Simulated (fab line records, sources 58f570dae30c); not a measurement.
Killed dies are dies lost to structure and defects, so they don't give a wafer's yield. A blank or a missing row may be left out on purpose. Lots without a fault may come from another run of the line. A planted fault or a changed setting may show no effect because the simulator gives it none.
fab line records | flow berkeley_cmos170
record lots=15 wafers=45 last_day=13
route steps=331 shown SPACER@174
lots that met no fault: from a run of the same line without faults
start_h: hours from the record's first day to the start of the lot's first wafer shown | wait_h: hours since the lot's step before | " the same as in the row above | L1.1+2: a row that stands for several wafers | - no value, or no start given | * or withheld: withheld | < > ~ a bound
route shown NAME@n: a module of which the file shows steps, and the number in the route of the first | usual: mean/standard deviation of fault-free wafers | same: alike in all rows | chamber/n: place in a boat | sites: the reading at each site | _std_site: their standard deviation | _edge_site: outer sites' mean less inner sites' | radius_mm: how far each site lies from the wafer's centre | mask NAME#n: copy n | behind: the tool/chamber that last shaped the wafer | hold: why the lot was held/for how many hours/how that ended | device: the transistor (n, p or np) that didn't switch | end of line: the same wafers' tests at the end of the route | a step without rows: its recipe alone | killed: dies lost to structure and defects at the first sort, not the wafer's yield | map: a wafer's dies, x killed, . not, _ none there
set.NAME: the setting as run; set.NAME@STEP: as run at that earlier step | model.NAME: the simulator's own value behind a step, which no gauge read
steps of the route over a sample of lots; a table a step, a row a wafer
services: from which hour (start_h, from the record's first day; less than 0 if before it) a tool's chamber was out of use, for how many hours, and why
## steps
# step UCB170_SPACER_ETCHBACK_03
# recipe stop_on=Si target=SiO2 chemistry=CHF3/CF4/Ar CHF3_flow_sccm=50 cf4_flow_sccm=10 Ar_flow_sccm=120 pressure_mtorr=200 rf_w=500 target_depth_a=3760 time_s=100
# usual chamber_pressure_mTorr=200.00/0.2 drypump_motor_current_A=5.8/0.44 oes_product_au=0.895/0.016 rf_fwd_power_W=496.8/1.7 run_length_s=128.1/0.5 throttle_valve_pct=6.44/0.1
# columns lot.wafer tool chamber start_h wait_h chamber_pressure_mTorr drypump_motor_current_A oes_product_au rf_fwd_power_W rf_hours_counter_h run_length_s throttle_valve_pct
L619.2 rie_diel-04 2 179.22 0.0 200.19 5.8 0.902 500.6 29 129.1 6.55
L619.3 " 3 " " 200.03 6.5 0.898 498.1 15 128.6 6.57
L619.5 " 0 " " 199.89 5.3 0.908 498.9 - 128.6 6.34
L621.1 rie_diel-01 1 179.22 0.0 199.76 5.9 0.897 496.4 43 127.9 6.33
L621.3 " 0 " " 199.96 5.3 0.899 496.8 147 127.5 6.47
L621.4 " 2 " " 200.44 6.1 0.885 496.8 76 127.6 6.43
L622.1 rie_diel-03 2 179.22 0.0 200.01 6.2 0.900 496.3 5 127.7 6.47
L622.3 " 3 " " 200.15 5.6 0.890 499.5 8 127.8 6.33
L622.4 " 0 " " 199.58 6.0 0.929 495.9 25 128.2 6.36
L620.1 rie_diel-01 3 179.29 0.1 199.89 5.8 0.889 496.0 134 127.5 6.30
L620.2 " 1 " " 200.29 6.0 0.887 494.0 43 127.8 6.32
L620.4 " 2 " " 200.18 6.2 0.893 494.7 76 127.9 6.42
L623.3 rie_diel-03 1 179.29 0.1 199.91 6.5 0.888 497.2 88 128.7 6.47
L623.4 " 0 " " 199.68 6.0 0.932 496.7 26 128.1 6.37
L623.5 " 3 " " 200.29 5.6 0.904 497.9 - 127.5 6.31
L624.2 rie_diel-04 3 179.29 0.1 200.02 6.5 0.884 497.2 15 128.7 6.59
L624.3 " 0 " " 199.76 5.3 0.887 494.2 2 127.9 6.33
L624.6 " 0 " " 199.89 5.3 0.906 495.4 - 127.9 6.35
L625.3 rie_diel-04 1 195.01 0.0 199.79 5.2 0.878 492.6 74 128.8 6.57
L625.5 " 2 " " 199.93 5.8 0.904 497.6 - 128.2 6.56
L625.6 " 3 " " 200.03 6.5 0.897 500.5 - 128.5 6.58
L626.1 rie_diel-04 0 214.97 0.0 199.91 5.3 0.894 498.9 4 127.8 6.35
L626.4 " 3 " " 199.80 6.5 0.906 497.7 17 128.5 6.57
L626.5 " 3 " " 199.82 6.5 0.903 498.5 - 128.2 6.56
L628.3 rie_diel-01 2 214.97 0.0 199.97 6.1 0.881 497.6 78 127.7 6.43
L628.5 " 1 " " 200.40 6.0 0.895 494.5 - 127.8 6.31
L628.6 " 0 " " 200.19 5.3 0.886 497.1 - 127.4 6.48
L629.2 rie_diel-01 2 226.32 0.0 200.19 6.1 0.987 - 78 110.5 6.43
L629.4 " 1 " " 199.85 6.0 1.026 - 46 110.3 6.33
L629.5 " 1 " " 200.18 6.0 1.023 - - 110.3 6.34
L630.3 rie_diel-01 0 226.39 0.1 199.92 5.3 0.983 - 1 110.5 6.48
L630.4 " 2 " " 200.08 6.1 0.982 - 78 110.5 6.45
L630.5 " 2 " " 199.77 6.2 0.982 - - 110.4 6.45
L634.1 rie_diel-03 1 250.78 0.0 200.00 6.5 0.885 495.8 91 128.6 6.46
L634.3 " 3 " " 200.10 5.6 0.902 496.7 10 127.5 6.31
L634.6 " 0 " " 199.66 6.0 0.943 497.7 - 128.5 6.34
L636.2 rie_diel-01 2 250.78 0.0 199.94 6.1 0.987 - 79 110.6 6.47
L636.3 " 1 " " 200.29 5.9 1.011 - 47 110.5 6.31
L636.4 " 0 " " 200.00 5.3 0.992 - 2 110.4 6.50
L637.3 rie_diel-03 2 270.03 0.0 199.92 6.2 0.902 498.2 8 127.5 6.47
L637.4 " 3 " " 200.07 5.6 0.890 498.1 11 128.1 6.30
L637.5 " 3 " " 200.01 5.6 0.900 497.1 - 127.7 6.33
L638.1 rie_diel-03 1 281.96 0.0 199.91 6.5 0.887 496.4 92 128.7 6.46
L638.4 " 1 " " 200.01 6.5 0.902 498.8 - 128.8 6.46
L638.5 " 3 " " 200.21 5.6 0.889 497.8 - 127.9 6.32
## services
# columns tool chamber start_h hours kind
rie_diel-03 3 169.44 1.8 repair
rie_diel-01 0 192.18 - clean
rie_diel-01 0 192.18 16.1 scheduled_down
rie_diel-01 0 192.18 16.1 vent_cycle
rie_diel-03 3 216.54 2.3 repair
rie_diel-01 3 253.49 - clean
rie_diel-01 3 253.49 23.6 scheduled_down
rie_diel-01 3 253.49 23.6 vent_cycle
rie_diel-04 1 256.79 1.6 repair
rie_diel-03 0 272.37 9.8 repair
## key
first_sign step=UCB170_SPACER_ETCHBACK_03 reading=run_length_s direction=down sigmas=35 usual=* struck=*
effect step=UCB170_SPACER_ETCHBACK_03 reading=oes_product_au direction=up sigmas=6.5 usual=0.895 struck=0.997
more_kills_born_at UCB170_SPACER_ETCHBACK_03@rie_diel-01=1539
met_at UCB170_SPACER_ETCHBACK_03
struck_lots L629,L630,L636
later_rows_left_out L629.2,L629.4,L629.5,L630.3,L630.4,L630.5,L636.2,L636.3,L636.4
sort_left_out L629.2,L629.4,L629.5
tester_left_out L629,L630,L636
fault kind=process_parameter_drift tool=rie_diel-01 chamber=- onset_h=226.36 steps=UCB170_SPACER_ETCHBACK_03 channel=time_s offset=* shape=step end_h=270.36 acts_in=* stated=*
# tester_left_out: of these lots the tester's yield and bins aren't shown, on N5 and GAA mostly nor the transistor test; their killed dies are dies lost to structure and defects alone, not to doping, threshold or leakage, so they don't give the yield
# sort_left_out: the simulated sort isn't trusted on such a fault, so these wafers' sort isn't shown, and their yield isn't known
# later_rows_left_out: the simulator's readings of these wafers behind a module that went badly wrong aren't trusted and aren't shown, but for the sort
